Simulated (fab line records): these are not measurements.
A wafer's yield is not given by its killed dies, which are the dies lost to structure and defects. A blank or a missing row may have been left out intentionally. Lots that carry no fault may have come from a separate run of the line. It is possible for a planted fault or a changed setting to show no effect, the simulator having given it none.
fab line records :: flow rit-cmos
record:
  lots: 14
  wafers: 42
  last-day: 7
route steps=202 shown SILICIDE@161
lots untouched by any fault: they come from a run of this same line in which no faults occurred
start-h: hours from the record's first day to the start of the lot's first wafer shown :: wait-h: how many hours have passed since the lot's step before this one :: " unchanged from the row above :: L1.1+2: one row covering several wafers at once :: - value missing, or start not given :: * or withheld: withheld :: < > ~ a bound
route shown NAME@n: names a module that has steps shown in the file, with the first one's number in the route :: usual: the fault-free wafers' mean and standard deviation :: same: alike in all rows :: chamber/n: place in a boat :: sites: the reading at each site :: _std_site: how widely they spread, as a standard deviation :: _edge_site: outer sites' mean less inner sites' :: radius-mm: for every site, how far away it sits from the centre of the wafer :: mask NAME#n: copy n :: behind: the most recent tool/chamber to have shaped the wafer :: hold: the reason the lot was held/the length of the hold in hours/how it ended :: device: which transistor (n, p or np) failed to switch :: end of line: at the end of the route, the tests of the same wafers :: a step given without rows: its recipe and nothing more :: killed: at the first sort, the dies lost to defects and structure; wafer yield is something else :: map: dies across one wafer; x = killed, . = not, _ = none there
set.NAME: the run value of the setting; set.NAME@STEP: its run value at that earlier step :: model.NAME: the simulator's own value behind a step, which no gauge read
route steps across a sampled set of lots; one table per step, one row per wafer
== steps ==
step: RIT_SILICIDE_WET_ETCH_00
recipe:
  chemistry: BOE
  target: SiO2
  target-depth-nm: 14
  time-s: 15
  dry: n2-spin
  dilution: 10:1
  temp-c: 21.5
usual:
  bath-heat-duty-pct: 1.8/0.38
  run-length-s: 43.1/1.8
lot.wafer: L654.1
tool: wet-bench-02
chamber: 3
start-h: 70.52
wait-h: 0.1
bath-heat-duty-pct: 1.9
run-length-s: 45.7

lot.wafer: L654.4
tool: wet-bench-02
chamber: 3
start-h: 70.52
wait-h: 0.1
bath-heat-duty-pct: 1.0
run-length-s: 45.7

lot.wafer: L654.6
tool: wet-bench-02
chamber: 3
start-h: 70.52
wait-h: 0.1
bath-heat-duty-pct: 0.8
run-length-s: 45.7

lot.wafer: L655.2
tool: wet-bench-03
chamber: 0
start-h: 74.24
wait-h: 0.1
bath-heat-duty-pct: 0.9
run-length-s: 42.4

lot.wafer: L655.3
tool: wet-bench-03
chamber: 0
start-h: 74.24
wait-h: 0.1
bath-heat-duty-pct: 1.8
run-length-s: 42.4

lot.wafer: L655.4
tool: wet-bench-03
chamber: 0
start-h: 74.24
wait-h: 0.1
bath-heat-duty-pct: 1.8
run-length-s: 42.4

lot.wafer: L656.2
tool: wet-bench-03
chamber: 1
start-h: 79.12
wait-h: 0.1
bath-heat-duty-pct: 2.2
run-length-s: 42.2

lot.wafer: L656.3
tool: wet-bench-03
chamber: 1
start-h: 79.12
wait-h: 0.1
bath-heat-duty-pct: 1.7
run-length-s: 42.2

lot.wafer: L656.4
tool: wet-bench-03
chamber: 1
start-h: 79.12
wait-h: 0.1
bath-heat-duty-pct: 1.6
run-length-s: 42.2

lot.wafer: L657.1
tool: wet-bench-02
chamber: 0
start-h: 85.62
wait-h: 0.1
bath-heat-duty-pct: 1.7
run-length-s: 41.3

lot.wafer: L657.3
tool: wet-bench-02
chamber: 0
start-h: 85.62
wait-h: 0.1
bath-heat-duty-pct: 2.3
run-length-s: 41.3

lot.wafer: L657.6
tool: wet-bench-02
chamber: 0
start-h: 85.62
wait-h: 0.1
bath-heat-duty-pct: 2.1
run-length-s: 41.3

lot.wafer: L658.4
tool: wet-bench-01
chamber: 1
start-h: 91.54
wait-h: 0.0
bath-heat-duty-pct: -
run-length-s: -

lot.wafer: L658.5
tool: wet-bench-01
chamber: 1
start-h: 91.54
wait-h: 0.0
bath-heat-duty-pct: -
run-length-s: -

lot.wafer: L658.6
tool: wet-bench-01
chamber: 1
start-h: 91.54
wait-h: 0.0
bath-heat-duty-pct: -
run-length-s: -

lot.wafer: L659.1
tool: wet-bench-03
chamber: 3
start-h: 94.89
wait-h: 0.1
bath-heat-duty-pct: -
run-length-s: -

lot.wafer: L659.3
tool: wet-bench-03
chamber: 3
start-h: 94.89
wait-h: 0.1
bath-heat-duty-pct: -
run-length-s: -

lot.wafer: L659.6
tool: wet-bench-03
chamber: 3
start-h: 94.89
wait-h: 0.1
bath-heat-duty-pct: -
run-length-s: -

lot.wafer: L661.4
tool: wet-bench-03
chamber: 2
start-h: 105.31
wait-h: 0.0
bath-heat-duty-pct: 1.8
run-length-s: 42.2

lot.wafer: L661.5
tool: wet-bench-03
chamber: 2
start-h: 105.31
wait-h: 0.0
bath-heat-duty-pct: 1.2
run-length-s: 42.2

lot.wafer: L661.6
tool: wet-bench-03
chamber: 2
start-h: 105.31
wait-h: 0.0
bath-heat-duty-pct: 2.0
run-length-s: 42.2

lot.wafer: L667.1
tool: wet-bench-02
chamber: 3
start-h: 136.11
wait-h: 0.1
bath-heat-duty-pct: 2.1
run-length-s: 41.6

lot.wafer: L667.3
tool: wet-bench-02
chamber: 3
start-h: 136.11
wait-h: 0.1
bath-heat-duty-pct: 1.5
run-length-s: 41.6

lot.wafer: L667.6
tool: wet-bench-02
chamber: 3
start-h: 136.11
wait-h: 0.1
bath-heat-duty-pct: 1.6
run-length-s: 41.6

lot.wafer: L668.3
tool: wet-bench-03
chamber: 1
start-h: 141.40
wait-h: 0.1
bath-heat-duty-pct: 1.7
run-length-s: 46.2

lot.wafer: L668.4
tool: wet-bench-03
chamber: 1
start-h: 141.40
wait-h: 0.1
bath-heat-duty-pct: 2.1
run-length-s: 46.2

lot.wafer: L668.6
tool: wet-bench-03
chamber: 1
start-h: 141.40
wait-h: 0.1
bath-heat-duty-pct: 1.8
run-length-s: 46.2

lot.wafer: L669.3
tool: wet-bench-02
chamber: 3
start-h: 146.64
wait-h: 0.1
bath-heat-duty-pct: 2.3
run-length-s: 45.7

lot.wafer: L669.5
tool: wet-bench-02
chamber: 3
start-h: 146.64
wait-h: 0.1
bath-heat-duty-pct: 1.8
run-length-s: 45.7

lot.wafer: L669.6
tool: wet-bench-02
chamber: 3
start-h: 146.64
wait-h: 0.1
bath-heat-duty-pct: 1.2
run-length-s: 45.7

lot.wafer: L670.1
tool: wet-bench-02
chamber: 2
start-h: 150.60
wait-h: 0.1
bath-heat-duty-pct: 1.7
run-length-s: 46.6

lot.wafer: L670.3
tool: wet-bench-02
chamber: 2
start-h: 150.60
wait-h: 0.1
bath-heat-duty-pct: 1.4
run-length-s: 46.6

lot.wafer: L670.4
tool: wet-bench-02
chamber: 2
start-h: 150.60
wait-h: 0.1
bath-heat-duty-pct: 1.4
run-length-s: 46.6

lot.wafer: L671.3
tool: wet-bench-02
chamber: 1
start-h: 154.88
wait-h: 0.1
bath-heat-duty-pct: 1.6
run-length-s: 46.3

lot.wafer: L671.4
tool: wet-bench-02
chamber: 1
start-h: 154.88
wait-h: 0.1
bath-heat-duty-pct: 2.1
run-length-s: 46.3

lot.wafer: L671.5
tool: wet-bench-02
chamber: 1
start-h: 154.88
wait-h: 0.1
bath-heat-duty-pct: 1.8
run-length-s: 46.3

lot.wafer: L672.3
tool: wet-bench-01
chamber: 2
start-h: 160.40
wait-h: 0.1
bath-heat-duty-pct: 1.7
run-length-s: 43.5

lot.wafer: L672.4
tool: wet-bench-01
chamber: 2
start-h: 160.40
wait-h: 0.1
bath-heat-duty-pct: 2.1
run-length-s: 43.5

lot.wafer: L672.6
tool: wet-bench-01
chamber: 2
start-h: 160.40
wait-h: 0.1
bath-heat-duty-pct: 2.0
run-length-s: 43.5

lot.wafer: L673.1
tool: wet-bench-02
chamber: 2
start-h: 165.96
wait-h: 0.1
bath-heat-duty-pct: 1.6
run-length-s: 42.0

lot.wafer: L673.2
tool: wet-bench-02
chamber: 2
start-h: 165.96
wait-h: 0.1
bath-heat-duty-pct: 1.4
run-length-s: 42.0

lot.wafer: L673.6
tool: wet-bench-02
chamber: 2
start-h: 165.96
wait-h: 0.1
bath-heat-duty-pct: 1.4
run-length-s: 42.0
== key ==
first-sign:
  step: RIT_SILICIDE_WET_ETCH_00
  reading: tool-record
  direction: missing
effect none on later readings
met-at RIT_SILICIDE_WET_ETCH_00
struck-lots L658,L659
later-rows-left-out L658.4,L658.5,L658.6,L659.1,L659.3,L659.6
sort-left-out L658.4,L658.5,L658.6,L659.1,L659.3,L659.6
tester-left-out L658,L659
onset-between 79.12 91.54
fault:
  kind: skipped-step-whole
  tool: wet-bench-01,wet-bench-03
  chamber: -
  onset-h: 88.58
  steps: RIT_SILICIDE_WET_ETCH_00
  scope: struck-lots-only
tester-left-out: of these lots the tester's yield and bins aren't shown, on N5 and GAA mostly nor the transistor test; their killed dies are dies lost to structure and defects alone, not to doping, threshold or leakage, so they don't give the yield
sort-left-out: the simulated sort isn't trusted on such a fault, so these wafers' sort isn't shown, and their yield isn't known
later-rows-left-out: the simulator's readings of these wafers behind a module that went badly wrong aren't trusted and aren't shown, but for the sort
